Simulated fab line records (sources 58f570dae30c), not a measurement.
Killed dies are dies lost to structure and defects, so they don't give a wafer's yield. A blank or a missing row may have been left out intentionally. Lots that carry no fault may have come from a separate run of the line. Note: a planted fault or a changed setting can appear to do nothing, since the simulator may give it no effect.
fab line records / flow berkeleyCmos170
record lots=14 wafers=42 lastDay=12
route steps=331 shown NWELL@28 FIELD@91 PLDD@156 NSD@193
lots untouched by any fault: they come from a run of this same line in which no faults occurred
startH: the number of hours between the record's first day and the start of the first shown wafer of the lot / waitH: hours from the lot's prior step to this one / " unchanged from the row above / L1.1+2: several wafers, shown together as one row / - no value, or no start was given / * or withheld: withheld / < > ~ a bound
route shown NAME@n: names a module that has steps shown in the file, with the first one's number in the route / usual: the fault-free wafers' mean and standard deviation / same: alike in all rows / chamber/n: place in a boat / sites: readings site by site / _std_site: standard deviation of those values / _edge_site: outer sites' mean less inner sites' / radiusMm: how far each site lies from the wafer's centre / mask NAME#n: copy n / behind: tool/chamber where the wafer was last shaped / hold: the reason the lot was held/the length of the hold in hours/how it ended / device: the n, p or np transistor that did not switch / end of line: the tests these same wafers got at the end of their route / a step with no rows: only its recipe / killed: not the wafer's yield, but the dies lost to structure and defects at the first sort / map: a wafer's dies, marking killed ones x, the rest . and places with no die _
set.NAME: the setting the step ran with; set.NAME@STEP: the setting that earlier step ran with / model.NAME: the simulator's own value behind a step, which no gauge read
route steps across a sampled set of lots; one table per step, one row per wafer
services: the hour from which a tool's chamber was out of use, counted from the record's first day as startH (under 0 if before that day), plus the number of hours and why
## steps
# step UCB170_NWELL_IMPLANT_14
# recipe species=P doseCm2=1e+13 energyKev=150 tiltDeg=7
# usual doseIonsCm2=1e+13/1.1e+10 faradayCurrentUA=31.7/0.62
lot.wafer=L894.1 tool=implanter-02 chamber=0 startH=40.51 waitH=0.1 doseIonsCm2=1.0008e+13 faradayCurrentUA=32.2
lot.wafer=L894.2 tool=implanter-02 chamber=0 startH=40.51 waitH=0.1 doseIonsCm2=1.0006e+13 faradayCurrentUA=32.3
lot.wafer=L894.6 tool=implanter-02 chamber=0 startH=40.51 waitH=0.1 doseIonsCm2=1e+13 faradayCurrentUA=32.2
lot.wafer=L895.1 tool=implanter-03 chamber=0 startH=42.18 waitH=0.1 doseIonsCm2=1.0001e+13 faradayCurrentUA=31.6
lot.wafer=L895.2 tool=implanter-03 chamber=0 startH=42.18 waitH=0.1 doseIonsCm2=9.979e+12 faradayCurrentUA=30.9
lot.wafer=L895.4 tool=implanter-03 chamber=0 startH=42.18 waitH=0.1 doseIonsCm2=9.989e+12 faradayCurrentUA=31.5
lot.wafer=L897.1 tool=implanter-01 chamber=0 startH=55.51 waitH=0.1 doseIonsCm2=1.0018e+13 faradayCurrentUA=32.4
lot.wafer=L897.2 tool=implanter-01 chamber=0 startH=55.51 waitH=0.1 doseIonsCm2=1.001e+13 faradayCurrentUA=31.1
lot.wafer=L897.6 tool=implanter-01 chamber=0 startH=55.51 waitH=0.1 doseIonsCm2=1.0002e+13 faradayCurrentUA=31.0
lot.wafer=L898.1 tool=implanter-01 chamber=0 startH=60.52 waitH=0.1 doseIonsCm2=1.0013e+13 faradayCurrentUA=32.4
lot.wafer=L898.5 tool=implanter-01 chamber=0 startH=60.52 waitH=0.1 doseIonsCm2=1e+13 faradayCurrentUA=32.2
lot.wafer=L898.6 tool=implanter-01 chamber=0 startH=60.52 waitH=0.1 doseIonsCm2=1.0005e+13 faradayCurrentUA=32.5
lot.wafer=L900.1 tool=implanter-01 chamber=0 startH=72.83 waitH=0.1 doseIonsCm2=1.0002e+13 faradayCurrentUA=31.8
lot.wafer=L900.4 tool=implanter-01 chamber=0 startH=72.83 waitH=0.1 doseIonsCm2=9.998e+12 faradayCurrentUA=32.1
lot.wafer=L900.6 tool=implanter-01 chamber=0 startH=72.83 waitH=0.1 doseIonsCm2=1.0002e+13 faradayCurrentUA=31.8
lot.wafer=L901.1 tool=implanter-01 chamber=0 startH=78.11 waitH=0.1 doseIonsCm2=9.995e+12 faradayCurrentUA=30.3
lot.wafer=L901.4 tool=implanter-01 chamber=0 startH=78.11 waitH=0.1 doseIonsCm2=1.0004e+13 faradayCurrentUA=30.8
lot.wafer=L901.5 tool=implanter-01 chamber=0 startH=78.11 waitH=0.1 doseIonsCm2=1.0022e+13 faradayCurrentUA=31.7
lot.wafer=L902.1 tool=implanter-03 chamber=0 startH=80.57 waitH=0.1 doseIonsCm2=1.0007e+13 faradayCurrentUA=31.4
lot.wafer=L902.3 tool=implanter-03 chamber=0 startH=80.57 waitH=0.1 doseIonsCm2=9.993e+12 faradayCurrentUA=31.2
lot.wafer=L902.5 tool=implanter-03 chamber=0 startH=80.57 waitH=0.1 doseIonsCm2=1.0002e+13 faradayCurrentUA=31.6
lot.wafer=L905.2 tool=implanter-01 chamber=0 startH=87.80 waitH=0.1 doseIonsCm2=9.974e+12 faradayCurrentUA=31.7
lot.wafer=L905.3 tool=implanter-01 chamber=0 startH=87.80 waitH=0.1 doseIonsCm2=1.0003e+13 faradayCurrentUA=32.6
lot.wafer=L905.5 tool=implanter-01 chamber=0 startH=87.80 waitH=0.1 doseIonsCm2=1.001e+13 faradayCurrentUA=31.4
lot.wafer=L906.2 tool=implanter-02 chamber=0 startH=98.80 waitH=0.1 doseIonsCm2=1.0009e+13 faradayCurrentUA=32.3
lot.wafer=L906.3 tool=implanter-02 chamber=0 startH=98.80 waitH=0.1 doseIonsCm2=1.002e+13 faradayCurrentUA=32.3
lot.wafer=L906.4 tool=implanter-02 chamber=0 startH=98.80 waitH=0.1 doseIonsCm2=9.99e+12 faradayCurrentUA=30.9
lot.wafer=L908.2 tool=implanter-02 chamber=0 startH=106.07 waitH=0.1 doseIonsCm2=1.301e+13 faradayCurrentUA=41.5
lot.wafer=L908.4 tool=implanter-02 chamber=0 startH=106.07 waitH=0.1 doseIonsCm2=1.3007e+13 faradayCurrentUA=41.4
lot.wafer=L908.6 tool=implanter-02 chamber=0 startH=106.07 waitH=0.1 doseIonsCm2=1.2986e+13 faradayCurrentUA=40.8
lot.wafer=L910.1 tool=implanter-03 chamber=0 startH=114.70 waitH=0.1 doseIonsCm2=9.987e+12 faradayCurrentUA=30.7
lot.wafer=L910.2 tool=implanter-03 chamber=0 startH=114.70 waitH=0.1 doseIonsCm2=9.993e+12 faradayCurrentUA=32.0
lot.wafer=L910.4 tool=implanter-03 chamber=0 startH=114.70 waitH=0.1 doseIonsCm2=1.0011e+13 faradayCurrentUA=32.4
lot.wafer=L912.2 tool=implanter-02 chamber=0 startH=127.58 waitH=0.1 doseIonsCm2=1.3009e+13 faradayCurrentUA=42.3
lot.wafer=L912.5 tool=implanter-02 chamber=0 startH=127.58 waitH=0.1 doseIonsCm2=1.3005e+13 faradayCurrentUA=41.1
lot.wafer=L912.6 tool=implanter-02 chamber=0 startH=127.58 waitH=0.1 doseIonsCm2=1.3009e+13 faradayCurrentUA=40.0
lot.wafer=L915.3 tool=implanter-03 chamber=0 startH=143.42 waitH=0.1 doseIonsCm2=9.997e+12 faradayCurrentUA=31.6
lot.wafer=L915.5 tool=implanter-03 chamber=0 startH=143.42 waitH=0.1 doseIonsCm2=1.0008e+13 faradayCurrentUA=31.0
lot.wafer=L915.6 tool=implanter-03 chamber=0 startH=143.42 waitH=0.1 doseIonsCm2=9.999e+12 faradayCurrentUA=31.6
lot.wafer=L916.3 tool=implanter-01 chamber=0 startH=143.70 waitH=0.1 doseIonsCm2=1.0004e+13 faradayCurrentUA=31.5
lot.wafer=L916.4 tool=implanter-01 chamber=0 startH=143.70 waitH=0.1 doseIonsCm2=1.0011e+13 faradayCurrentUA=32.6
lot.wafer=L916.5 tool=implanter-01 chamber=0 startH=143.70 waitH=0.1 doseIonsCm2=9.997e+12 faradayCurrentUA=31.1
# step UCB170_NWELL_TW_MEAS_16
# usual NWELL_TW=1236/8.2
lot.wafer=L894.1 tool=filmMetro-04 chamber=- startH=40.76 waitH=0.1 NWELL_TW=1254
lot.wafer=L894.2 tool=filmMetro-04 chamber=- startH=40.76 waitH=0.1 NWELL_TW=1249
lot.wafer=L894.6 tool=filmMetro-04 chamber=- startH=40.76 waitH=0.1 NWELL_TW=1251
lot.wafer=L895.1 tool=filmMetro-04 chamber=- startH=42.43 waitH=0.1 NWELL_TW=1249
lot.wafer=L895.2 tool=filmMetro-04 chamber=- startH=42.43 waitH=0.1 NWELL_TW=1251
lot.wafer=L895.4 tool=filmMetro-04 chamber=- startH=42.43 waitH=0.1 NWELL_TW=1252
lot.wafer=L897.1 tool=filmMetro-03 chamber=- startH=55.76 waitH=0.1 NWELL_TW=1235
lot.wafer=L897.2 tool=filmMetro-03 chamber=- startH=55.76 waitH=0.1 NWELL_TW=1244
lot.wafer=L897.6 tool=filmMetro-03 chamber=- startH=55.76 waitH=0.1 NWELL_TW=1236
lot.wafer=L898.1 tool=filmMetro-03 chamber=- startH=60.77 waitH=0.1 NWELL_TW=1233
lot.wafer=L898.5 tool=filmMetro-03 chamber=- startH=60.77 waitH=0.1 NWELL_TW=1237
lot.wafer=L898.6 tool=filmMetro-03 chamber=- startH=60.77 waitH=0.1 NWELL_TW=1242
lot.wafer=L900.1 tool=filmMetro-04 chamber=- startH=73.08 waitH=0.1 NWELL_TW=1246
lot.wafer=L900.4 tool=filmMetro-04 chamber=- startH=73.08 waitH=0.1 NWELL_TW=1243
lot.wafer=L900.6 tool=filmMetro-04 chamber=- startH=73.08 waitH=0.1 NWELL_TW=1242
lot.wafer=L901.1 tool=filmMetro-03 chamber=- startH=78.36 waitH=0.1 NWELL_TW=1233
lot.wafer=L901.4 tool=filmMetro-03 chamber=- startH=78.36 waitH=0.1 NWELL_TW=1234
lot.wafer=L901.5 tool=filmMetro-03 chamber=- startH=78.36 waitH=0.1 NWELL_TW=1236
lot.wafer=L902.1 tool=filmMetro-03 chamber=- startH=80.82 waitH=0.1 NWELL_TW=1232
lot.wafer=L902.3 tool=filmMetro-03 chamber=- startH=80.82 waitH=0.1 NWELL_TW=1241
lot.wafer=L902.5 tool=filmMetro-03 chamber=- startH=80.82 waitH=0.1 NWELL_TW=1241
lot.wafer=L905.2 tool=filmMetro-03 chamber=- startH=88.04 waitH=0.1 NWELL_TW=1237
lot.wafer=L905.3 tool=filmMetro-03 chamber=- startH=88.04 waitH=0.1 NWELL_TW=1239
lot.wafer=L905.5 tool=filmMetro-03 chamber=- startH=88.04 waitH=0.1 NWELL_TW=1241
lot.wafer=L906.2 tool=filmMetro-03 chamber=- startH=99.04 waitH=0.1 NWELL_TW=1239
lot.wafer=L906.3 tool=filmMetro-03 chamber=- startH=99.04 waitH=0.1 NWELL_TW=1235
lot.wafer=L906.4 tool=filmMetro-03 chamber=- startH=99.04 waitH=0.1 NWELL_TW=1238
lot.wafer=L908.2 tool=filmMetro-03 chamber=- startH=106.30 waitH=0.1 NWELL_TW=1349
lot.wafer=L908.4 tool=filmMetro-03 chamber=- startH=106.30 waitH=0.1 NWELL_TW=1354
lot.wafer=L908.6 tool=filmMetro-03 chamber=- startH=106.30 waitH=0.1 NWELL_TW=1345
lot.wafer=L910.1 tool=filmMetro-04 chamber=- startH=114.95 waitH=0.1 NWELL_TW=1236
lot.wafer=L910.2 tool=filmMetro-04 chamber=- startH=114.95 waitH=0.1 NWELL_TW=1231
lot.wafer=L910.4 tool=filmMetro-04 chamber=- startH=114.95 waitH=0.1 NWELL_TW=1237
lot.wafer=L912.2 tool=filmMetro-01 chamber=- startH=127.81 waitH=0.1 NWELL_TW=1330
lot.wafer=L912.5 tool=filmMetro-01 chamber=- startH=127.81 waitH=0.1 NWELL_TW=1329
lot.wafer=L912.6 tool=filmMetro-01 chamber=- startH=127.81 waitH=0.1 NWELL_TW=1337
lot.wafer=L915.3 tool=filmMetro-03 chamber=- startH=143.64 waitH=0.1 NWELL_TW=1233
lot.wafer=L915.5 tool=filmMetro-03 chamber=- startH=143.64 waitH=0.1 NWELL_TW=1237
lot.wafer=L915.6 tool=filmMetro-03 chamber=- startH=143.64 waitH=0.1 NWELL_TW=1241
lot.wafer=L916.3 tool=filmMetro-01 chamber=- startH=143.92 waitH=0.1 NWELL_TW=1230
lot.wafer=L916.4 tool=filmMetro-01 chamber=- startH=143.92 waitH=0.1 NWELL_TW=1228
lot.wafer=L916.5 tool=filmMetro-01 chamber=- startH=143.92 waitH=0.1 NWELL_TW=1226
# step UCB170_FIELD_THK_MEAS_02
# recipe reads=SiO2_of_FIELD_OXIDATION_01
# usual FIELD_OXIDE_THK=555/8.9
lot.wafer=L894.1 tool=filmMetro-03 chamber=- startH=94.36 waitH=0.0 FIELD_OXIDE_THK[nm]=546
lot.wafer=L894.2 tool=filmMetro-03 chamber=- startH=94.36 waitH=0.0 FIELD_OXIDE_THK[nm]=551
lot.wafer=L894.6 tool=filmMetro-03 chamber=- startH=94.36 waitH=0.0 FIELD_OXIDE_THK[nm]=554
lot.wafer=L895.1 tool=filmMetro-04 chamber=- startH=94.36 waitH=0.0 FIELD_OXIDE_THK[nm]=565
lot.wafer=L895.2 tool=filmMetro-04 chamber=- startH=94.36 waitH=0.0 FIELD_OXIDE_THK[nm]=566
lot.wafer=L895.4 tool=filmMetro-04 chamber=- startH=94.36 waitH=0.0 FIELD_OXIDE_THK[nm]=562
lot.wafer=L897.1 tool=filmMetro-03 chamber=- startH=113.75 waitH=0.0 FIELD_OXIDE_THK[nm]=555
lot.wafer=L897.2 tool=filmMetro-03 chamber=- startH=113.75 waitH=0.0 FIELD_OXIDE_THK[nm]=559
lot.wafer=L897.6 tool=filmMetro-03 chamber=- startH=113.75 waitH=0.0 FIELD_OXIDE_THK[nm]=555
lot.wafer=L898.1 tool=filmMetro-04 chamber=- startH=113.75 waitH=0.0 FIELD_OXIDE_THK[nm]=559
lot.wafer=L898.5 tool=filmMetro-04 chamber=- startH=113.75 waitH=0.0 FIELD_OXIDE_THK[nm]=548
lot.wafer=L898.6 tool=filmMetro-04 chamber=- startH=113.75 waitH=0.0 FIELD_OXIDE_THK[nm]=556
lot.wafer=L900.1 tool=filmMetro-03 chamber=- startH=123.18 waitH=0.0 FIELD_OXIDE_THK[nm]=562
lot.wafer=L900.4 tool=filmMetro-03 chamber=- startH=123.18 waitH=0.0 FIELD_OXIDE_THK[nm]=564
lot.wafer=L900.6 tool=filmMetro-03 chamber=- startH=123.18 waitH=0.0 FIELD_OXIDE_THK[nm]=574
lot.wafer=L901.1 tool=filmMetro-04 chamber=- startH=134.40 waitH=0.0 FIELD_OXIDE_THK[nm]=554
lot.wafer=L901.4 tool=filmMetro-04 chamber=- startH=134.40 waitH=0.0 FIELD_OXIDE_THK[nm]=538
lot.wafer=L901.5 tool=filmMetro-04 chamber=- startH=134.40 waitH=0.0 FIELD_OXIDE_THK[nm]=535
lot.wafer=L902.1 tool=filmMetro-03 chamber=- startH=142.68 waitH=0.0 FIELD_OXIDE_THK[nm]=547
lot.wafer=L902.3 tool=filmMetro-03 chamber=- startH=142.68 waitH=0.0 FIELD_OXIDE_THK[nm]=554
lot.wafer=L902.5 tool=filmMetro-03 chamber=- startH=142.68 waitH=0.0 FIELD_OXIDE_THK[nm]=540
lot.wafer=L905.2 tool=filmMetro-02 chamber=- startH=142.69 waitH=0.0 FIELD_OXIDE_THK[nm]=557
lot.wafer=L905.3 tool=filmMetro-02 chamber=- startH=142.69 waitH=0.0 FIELD_OXIDE_THK[nm]=558
lot.wafer=L905.5 tool=filmMetro-02 chamber=- startH=142.69 waitH=0.0 FIELD_OXIDE_THK[nm]=557
lot.wafer=L906.2 tool=filmMetro-02 chamber=- startH=154.39 waitH=0.0 FIELD_OXIDE_THK[nm]=544
lot.wafer=L906.3 tool=filmMetro-02 chamber=- startH=154.39 waitH=0.0 FIELD_OXIDE_THK[nm]=555
lot.wafer=L906.4 tool=filmMetro-02 chamber=- startH=154.39 waitH=0.0 FIELD_OXIDE_THK[nm]=554
lot.wafer=L908.2 tool=filmMetro-03 chamber=- startH=160.87 waitH=0.0 FIELD_OXIDE_THK[nm]=555
lot.wafer=L908.4 tool=filmMetro-03 chamber=- startH=160.87 waitH=0.0 FIELD_OXIDE_THK[nm]=563
lot.wafer=L908.6 tool=filmMetro-03 chamber=- startH=160.87 waitH=0.0 FIELD_OXIDE_THK[nm]=557
lot.wafer=L910.1 tool=filmMetro-04 chamber=- startH=173.58 waitH=0.0 FIELD_OXIDE_THK[nm]=549
lot.wafer=L910.2 tool=filmMetro-04 chamber=- startH=173.58 waitH=0.0 FIELD_OXIDE_THK[nm]=542
lot.wafer=L910.4 tool=filmMetro-04 chamber=- startH=173.58 waitH=0.0 FIELD_OXIDE_THK[nm]=546
lot.wafer=L912.2 tool=filmMetro-03 chamber=- startH=187.24 waitH=0.0 FIELD_OXIDE_THK[nm]=549
lot.wafer=L912.5 tool=filmMetro-03 chamber=- startH=187.24 waitH=0.0 FIELD_OXIDE_THK[nm]=552
lot.wafer=L912.6 tool=filmMetro-03 chamber=- startH=187.24 waitH=0.0 FIELD_OXIDE_THK[nm]=548
lot.wafer=L915.3 tool=filmMetro-03 chamber=- startH=201.62 waitH=0.0 FIELD_OXIDE_THK[nm]=547
lot.wafer=L915.5 tool=filmMetro-03 chamber=- startH=201.62 waitH=0.0 FIELD_OXIDE_THK[nm]=550
lot.wafer=L915.6 tool=filmMetro-03 chamber=- startH=201.62 waitH=0.0 FIELD_OXIDE_THK[nm]=542
lot.wafer=L916.3 tool=filmMetro-04 chamber=- startH=201.62 waitH=0.0 FIELD_OXIDE_THK[nm]=545
lot.wafer=L916.4 tool=filmMetro-04 chamber=- startH=201.62 waitH=0.0 FIELD_OXIDE_THK[nm]=552
lot.wafer=L916.5 tool=filmMetro-04 chamber=- startH=201.62 waitH=0.0 FIELD_OXIDE_THK[nm]=541
# step UCB170_PLDD_TW_MEAS_11
# usual PLDD_TW=1002/10
lot.wafer=L895.1 tool=filmMetro-01 chamber=- startH=127.10 waitH=0.1 PLDD_TW=992
lot.wafer=L895.2 tool=filmMetro-01 chamber=- startH=127.10 waitH=0.1 PLDD_TW=993
lot.wafer=L895.4 tool=filmMetro-01 chamber=- startH=127.10 waitH=0.1 PLDD_TW=988
lot.wafer=L894.1 tool=filmMetro-04 chamber=- startH=127.38 waitH=0.1 PLDD_TW=1000
lot.wafer=L894.2 tool=filmMetro-04 chamber=- startH=127.38 waitH=0.1 PLDD_TW=999
lot.wafer=L894.6 tool=filmMetro-04 chamber=- startH=127.38 waitH=0.1 PLDD_TW=1005
lot.wafer=L897.1 tool=filmMetro-04 chamber=- startH=153.37 waitH=0.1 PLDD_TW=1004
lot.wafer=L897.2 tool=filmMetro-04 chamber=- startH=153.37 waitH=0.1 PLDD_TW=1000
lot.wafer=L897.6 tool=filmMetro-04 chamber=- startH=153.37 waitH=0.1 PLDD_TW=1003
lot.wafer=L898.1 tool=filmMetro-04 chamber=- startH=153.58 waitH=0.1 PLDD_TW=996
lot.wafer=L898.5 tool=filmMetro-04 chamber=- startH=153.58 waitH=0.1 PLDD_TW=1006
lot.wafer=L898.6 tool=filmMetro-04 chamber=- startH=153.58 waitH=0.1 PLDD_TW=999
lot.wafer=L900.1 tool=filmMetro-04 chamber=- startH=167.69 waitH=0.1 PLDD_TW=1008
lot.wafer=L900.4 tool=filmMetro-04 chamber=- startH=167.69 waitH=0.1 PLDD_TW=1003
lot.wafer=L900.6 tool=filmMetro-04 chamber=- startH=167.69 waitH=0.1 PLDD_TW=999
lot.wafer=L901.1 tool=filmMetro-04 chamber=- startH=176.33 waitH=0.1 PLDD_TW=1014
lot.wafer=L901.4 tool=filmMetro-04 chamber=- startH=176.33 waitH=0.1 PLDD_TW=1014
lot.wafer=L901.5 tool=filmMetro-04 chamber=- startH=176.33 waitH=0.1 PLDD_TW=1009
lot.wafer=L902.1 tool=filmMetro-01 chamber=- startH=186.80 waitH=0.1 PLDD_TW=982
lot.wafer=L902.3 tool=filmMetro-01 chamber=- startH=186.80 waitH=0.1 PLDD_TW=981
lot.wafer=L902.5 tool=filmMetro-01 chamber=- startH=186.80 waitH=0.1 PLDD_TW=988
lot.wafer=L905.2 tool=filmMetro-04 chamber=- startH=187.30 waitH=0.1 PLDD_TW=1020
lot.wafer=L905.3 tool=filmMetro-04 chamber=- startH=187.30 waitH=0.1 PLDD_TW=1011
lot.wafer=L905.5 tool=filmMetro-04 chamber=- startH=187.30 waitH=0.1 PLDD_TW=1014
lot.wafer=L906.2 tool=filmMetro-02 chamber=- startH=201.76 waitH=0.1 PLDD_TW=1012
lot.wafer=L906.3 tool=filmMetro-02 chamber=- startH=201.76 waitH=0.1 PLDD_TW=1008
lot.wafer=L906.4 tool=filmMetro-02 chamber=- startH=201.76 waitH=0.1 PLDD_TW=1012
lot.wafer=L908.2 tool=filmMetro-02 chamber=- startH=208.61 waitH=0.1 PLDD_TW=1002
lot.wafer=L908.4 tool=filmMetro-02 chamber=- startH=208.61 waitH=0.1 PLDD_TW=1009
lot.wafer=L908.6 tool=filmMetro-02 chamber=- startH=208.61 waitH=0.1 PLDD_TW=1014
lot.wafer=L910.1 tool=filmMetro-01 chamber=- startH=215.42 waitH=0.1 PLDD_TW=992
lot.wafer=L910.2 tool=filmMetro-01 chamber=- startH=215.42 waitH=0.1 PLDD_TW=989
lot.wafer=L910.4 tool=filmMetro-01 chamber=- startH=215.42 waitH=0.1 PLDD_TW=987
lot.wafer=L912.2 tool=filmMetro-04 chamber=- startH=226.80 waitH=0.1 PLDD_TW=1016
lot.wafer=L912.5 tool=filmMetro-04 chamber=- startH=226.80 waitH=0.1 PLDD_TW=1011
lot.wafer=L912.6 tool=filmMetro-04 chamber=- startH=226.80 waitH=0.1 PLDD_TW=1011
lot.wafer=L916.3 tool=filmMetro-01 chamber=- startH=241.63 waitH=0.1 PLDD_TW=995
lot.wafer=L916.4 tool=filmMetro-01 chamber=- startH=241.63 waitH=0.1 PLDD_TW=991
lot.wafer=L916.5 tool=filmMetro-01 chamber=- startH=241.63 waitH=0.1 PLDD_TW=986
lot.wafer=L915.3 tool=filmMetro-04 chamber=- startH=241.80 waitH=0.1 PLDD_TW=1010
lot.wafer=L915.5 tool=filmMetro-04 chamber=- startH=241.80 waitH=0.1 PLDD_TW=1015
lot.wafer=L915.6 tool=filmMetro-04 chamber=- startH=241.80 waitH=0.1 PLDD_TW=1013
# step UCB170_NSD_CD_MEAS_06
# recipe targetCdNm=1200
# usual cdNm=1200.2/1.3
lot.wafer=L895.1 tool=cdSem-01 chamber=- startH=140.23 waitH=- cdNm=1201.5
lot.wafer=L895.2 tool=cdSem-01 chamber=- startH=140.23 waitH=- cdNm=1201.6
lot.wafer=L895.4 tool=cdSem-01 chamber=- startH=140.23 waitH=- cdNm=1199.9
lot.wafer=L894.1 tool=cdSem-01 chamber=- startH=140.47 waitH=- cdNm=1201.2
lot.wafer=L894.2 tool=cdSem-01 chamber=- startH=140.47 waitH=- cdNm=1200.8
lot.wafer=L894.6 tool=cdSem-01 chamber=- startH=140.47 waitH=- cdNm=1201.6
lot.wafer=L897.1 tool=cdSem-01 chamber=- startH=163.76 waitH=- cdNm=1201.0
lot.wafer=L897.2 tool=cdSem-01 chamber=- startH=163.76 waitH=- cdNm=1200.1
lot.wafer=L897.6 tool=cdSem-01 chamber=- startH=163.76 waitH=- cdNm=1200.5
lot.wafer=L898.1 tool=cdSem-02 chamber=- startH=163.90 waitH=- cdNm=1201.6
lot.wafer=L898.5 tool=cdSem-02 chamber=- startH=163.90 waitH=- cdNm=1200.6
lot.wafer=L898.6 tool=cdSem-02 chamber=- startH=163.90 waitH=- cdNm=1201.3
lot.wafer=L900.1 tool=cdSem-01 chamber=- startH=178.03 waitH=- cdNm=1200.1
lot.wafer=L900.4 tool=cdSem-01 chamber=- startH=178.03 waitH=- cdNm=1200.9
lot.wafer=L900.6 tool=cdSem-01 chamber=- startH=178.03 waitH=- cdNm=1200.3
lot.wafer=L901.1 tool=cdSem-02 chamber=- startH=187.37 waitH=- cdNm=1198.2
lot.wafer=L901.4 tool=cdSem-02 chamber=- startH=187.37 waitH=- cdNm=1198.7
lot.wafer=L901.5 tool=cdSem-02 chamber=- startH=187.37 waitH=- cdNm=1198.4
lot.wafer=L902.1 tool=cdSem-02 chamber=- startH=196.70 waitH=- cdNm=1201.3
lot.wafer=L902.3 tool=cdSem-02 chamber=- startH=196.70 waitH=- cdNm=1202.6
lot.wafer=L902.5 tool=cdSem-02 chamber=- startH=196.70 waitH=- cdNm=1200.3
lot.wafer=L905.2 tool=cdSem-02 chamber=- startH=197.42 waitH=- cdNm=1198.2
lot.wafer=L905.3 tool=cdSem-02 chamber=- startH=197.42 waitH=- cdNm=1199.1
lot.wafer=L905.5 tool=cdSem-02 chamber=- startH=197.42 waitH=- cdNm=1198.8
lot.wafer=L906.2 tool=cdSem-02 chamber=- startH=210.48 waitH=- cdNm=1200.6
lot.wafer=L906.3 tool=cdSem-02 chamber=- startH=210.48 waitH=- cdNm=1199.6
lot.wafer=L906.4 tool=cdSem-02 chamber=- startH=210.48 waitH=- cdNm=1200.6
lot.wafer=L908.2 tool=cdSem-02 chamber=- startH=219.24 waitH=- cdNm=1200.3
lot.wafer=L908.4 tool=cdSem-02 chamber=- startH=219.24 waitH=- cdNm=1201.3
lot.wafer=L908.6 tool=cdSem-02 chamber=- startH=219.24 waitH=- cdNm=1201.4
lot.wafer=L910.1 tool=cdSem-02 chamber=- startH=226.58 waitH=- cdNm=1201.3
lot.wafer=L910.2 tool=cdSem-02 chamber=- startH=226.58 waitH=- cdNm=1200.5
lot.wafer=L910.4 tool=cdSem-02 chamber=- startH=226.58 waitH=- cdNm=1200.6
lot.wafer=L912.2 tool=cdSem-02 chamber=- startH=236.87 waitH=- cdNm=1199.3
lot.wafer=L912.5 tool=cdSem-02 chamber=- startH=236.87 waitH=- cdNm=1198.6
lot.wafer=L912.6 tool=cdSem-02 chamber=- startH=236.87 waitH=- cdNm=1199.2
lot.wafer=L915.3 tool=cdSem-02 chamber=- startH=251.33 waitH=- cdNm=1199.8
lot.wafer=L915.5 tool=cdSem-02 chamber=- startH=251.33 waitH=- cdNm=1201.5
lot.wafer=L915.6 tool=cdSem-02 chamber=- startH=251.33 waitH=- cdNm=1201.9
lot.wafer=L916.3 tool=cdSem-02 chamber=- startH=251.57 waitH=- cdNm=1199.4
lot.wafer=L916.4 tool=cdSem-02 chamber=- startH=251.57 waitH=- cdNm=1200.0
lot.wafer=L916.5 tool=cdSem-02 chamber=- startH=251.57 waitH=- cdNm=1199.2
## services
tool=implanter-02 chamber=- startH=25.36 hours=5.4 kind=repair
tool=implanter-02 chamber=- startH=60.99 hours=1.5 kind=repair
tool=implanter-01 chamber=- startH=67.27 hours=3.9 kind=pm
tool=implanter-02 chamber=- startH=88.51 hours=1.6 kind=repair
tool=implanter-02 chamber=- startH=99.85 hours=5.7 kind=pm
## key
firstSign step=UCB170_NWELL_IMPLANT_14 reading=doseIonsCm2 direction=up sigmas=99+ usual=1e+13 struck=1.3004e+13
effect step=UCB170_NWELL_IMPLANT_14 reading=faradayCurrentUA direction=up sigmas=15 usual=31.7 struck=41.2
effect step=UCB170_NWELL_TW_MEAS_16 reading=NWELL_TW direction=up sigmas=13 usual=1236 struck=1341
metAt UCB170_NWELL_IMPLANT_14
struckLots L908,L912
testerLeftOut L908,L912
notActingAt UCB170_FIELD_THK_MEAS_02,UCB170_PLDD_TW_MEAS_11,UCB170_NSD_CD_MEAS_06
onsetBetween 98.80 106.07
fault kind=processParameterDrift tool=implanter-02 chamber=- onsetH=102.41 steps=UCB170_NWELL_IMPLANT_14 channel=doseCm2 offset=3e+12 shape=step endH=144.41 actsIn=theseRecipesOnly stated=1e+13
# testerLeftOut: of these lots the tester's yield and bins aren't shown, on N5 and GAA mostly nor the transistor test; their killed dies are dies lost to structure and defects alone, not to doping, threshold or leakage, so they don't give the yield
